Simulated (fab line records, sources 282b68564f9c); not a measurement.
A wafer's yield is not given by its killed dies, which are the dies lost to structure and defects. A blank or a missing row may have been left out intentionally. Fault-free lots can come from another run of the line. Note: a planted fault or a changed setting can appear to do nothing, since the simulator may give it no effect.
Comparing a struck lot with a sound one / flow rit-cmos / 15 steps out of a route of 202
Sound: these wafers, L410.1, L410.2, L410.4. Wafers struck: L397.2, L397.5, L397.6. Last of all comes the cause.
Order at every step that has rows: each side's tool, ch and its chambers, its first start. Under that, the readings that differ: sound wafers / struck wafers / difference of the means / sigmas: that difference in standard deviations of wafers without a fault.
alike: same words and numbers on both sides, and readings whose means sit less than 2 such deviations apart. not compared: any withheld reading, any reading some wafer has no value for, any bound like >300 that may hide the same value, and any number with overlapping values for which the record gives no deviation.
The two part at a step that has a row with sigmas, a row that says differs or no value, or rows on one side only. Numbers that don't overlap but have no deviation are shown without sigmas and don't part them. A reading that every wafer of one side lacks parts them only if that side has two wafers or more.

first, 5 steps without rows for these wafers: RIT_M1_COAT_04 (resist thk 1300 nm); RIT_M1_SOFTBAKE_05 (time 60 s); RIT_M1_EXPOSE_06 (exposes mask M12, target cd 2600 nm); RIT_M1_PEB_07; RIT_M1_DEVELOP_08 (develop time 68 s).
RIT_M1_CD_MEAS_09: the cd target is 2600 nm.
  sound on cd-sem-01, day 7 16:19; struck on cd-sem-01, day 5 00:31
  alike: cd-nm
RIT_M1_OVL_MEAS_10:
  sound on overlay-01, day 7 16:26; struck on overlay-02, day 5 00:37
  alike: M1_OVL
then, 1 step without rows for these wafers: RIT_M1_HARDBAKE_11 (time 120 s).
RIT_M1_METAL_ETCH_12: etches Al in Cl2/BCl3, stops on SiO2, time 165 s, target depth 600 nm.
  sound on rie-metal-04 ch 0,1, day 7 16:44; struck on rie-metal-04 ch 0,1, day 5 00:54
  alike: drypump-motor-current-A, oes-product-au, throttle-valve-pct
  not compared: rf-hours-counter-h
then, 1 step without rows for these wafers: RIT_M1_STRIP_13 (strips in nmp, time 600 s).
RIT_M1_STRIP_14: strips in O2, time 180 s.
  sound on plasma-asher-02 ch 0,1, day 7 17:05; struck on plasma-asher-01 ch 0,1, day 5 01:14
  alike: drypump-motor-current-A, rf-refl-power-W
  not compared: rf-hours-counter-h
RIT_M1_CD_MEAS_90: the cd target is 2600 nm.
  sound on cd-sem-02, day 7 17:16; struck on cd-sem-01, day 5 01:26
  alike: cd-nm
RIT_M1_ANNEAL_15: time 1800 s.
  sound on furnace-02 ch 0, day 7 17:23; struck on furnace-02 ch 0, day 5 03:09
reading=spike-tc-centre-C (C); sound=451.7 454.2 453.2; struck=524.2 521.7 523.3; difference=+70.0; sigmas=+79
reading=spike-tc-load-C (C); sound=473.0 473.0 473.0; struck=542.5 546.8 543.2; difference=+71.2; sigmas=+65
reading=spike-tc-source-C (C); sound=468.0 469.2 471.8; struck=541.0 540.9 538.9; difference=+70.6; sigmas=+71
reading=tube-center-temp-C (C); sound=450.07 450.01 450.03; struck=520.03 519.98 520.04; difference=+69.98; sigmas=+99 or more
reading=tube_center_temp_C_max; sound=451.24 451.16 451.45; struck=520.99 520.94 521.35; difference=+69.81; sigmas=+99 or more
reading=zone-power-centre-pct (%); sound=19.21 18.98 19.47; struck=22.57 22.69 22.85; difference=+3.48; sigmas=+18
reading=zone-power-load-pct (%); sound=6.54 6.45 6.55; struck=8.32 8.17 8.22; difference=+1.72; sigmas=+29
reading=zone-power-source-pct (%); sound=6.57 6.54 6.74; struck=8.42 8.19 8.22; difference=+1.66; sigmas=+26
RIT_M1_BOW_MEAS_16:
  sound on film-metro-01, day 7 18:53; struck on film-metro-04, day 5 04:40
  alike: M1_BOW
RIT_M1_PROBE_99:
  sound on prober-02, day 7 19:00; struck on prober-02, day 5 04:49
reading=defect-limited-yield (%); sound=95.8 97.7 94.7; struck=98.5 98.5 98.9; difference=+2.6; sigmas=+2
reading=killed-at-front-end; sound=11 6 14; struck=4 4 3; difference=-7; sigmas=-2
reading=killed-dies; sound=11 6 14; struck=4 4 3; difference=-7; sigmas=-2
reading=killed-short; sound=6 5 8; struck=2 1 1; difference=-5; sigmas=-2
reading=model.etest.tester.sort-n-pass; sound=253 258 250; struck=0 0 0; difference=-254; sigmas=
reading=model.etest.tester.sort_bin_3_pct (%); sound=0 0.3788 0.3788; struck=98.86 98.48 98.86; difference=+98.48; sigmas=
reading=model.etest.tester.sort-yield-pct (%); sound=95.83 97.73 94.7; struck=0 0 0; difference=-96; sigmas=
reading=model.etest.diode-nplus-comb.short; sound=0 0 0; struck=1 1 1; difference=+1; sigmas=
reading=model.etest.pmos_0p3.over-limit; sound=0 0 0; struck=1 1 1; difference=+1; sigmas=
reading=model.etest.nmos-turned.short; sound=0 0 0; struck=1 1 1; difference=+1; sigmas=
reading=model.etest.nmos_0p3.over-limit; sound=0 0 0; struck=1 1 1; difference=+1; sigmas=
reading=model.etest.nmos-narrow.short; sound=0 0 0; struck=1 1 1; difference=+1; sigmas=
  alike: killed-at-contacts, killed-open

## WHERE THEY PART
Last at RIT_M1_PROBE_99 as far as this record goes, first at RIT_M1_ANNEAL_15.

WHY: the cause the simulator had injected
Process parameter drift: furnace-02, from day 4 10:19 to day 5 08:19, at RIT_M1_ANNEAL_15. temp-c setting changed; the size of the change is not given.
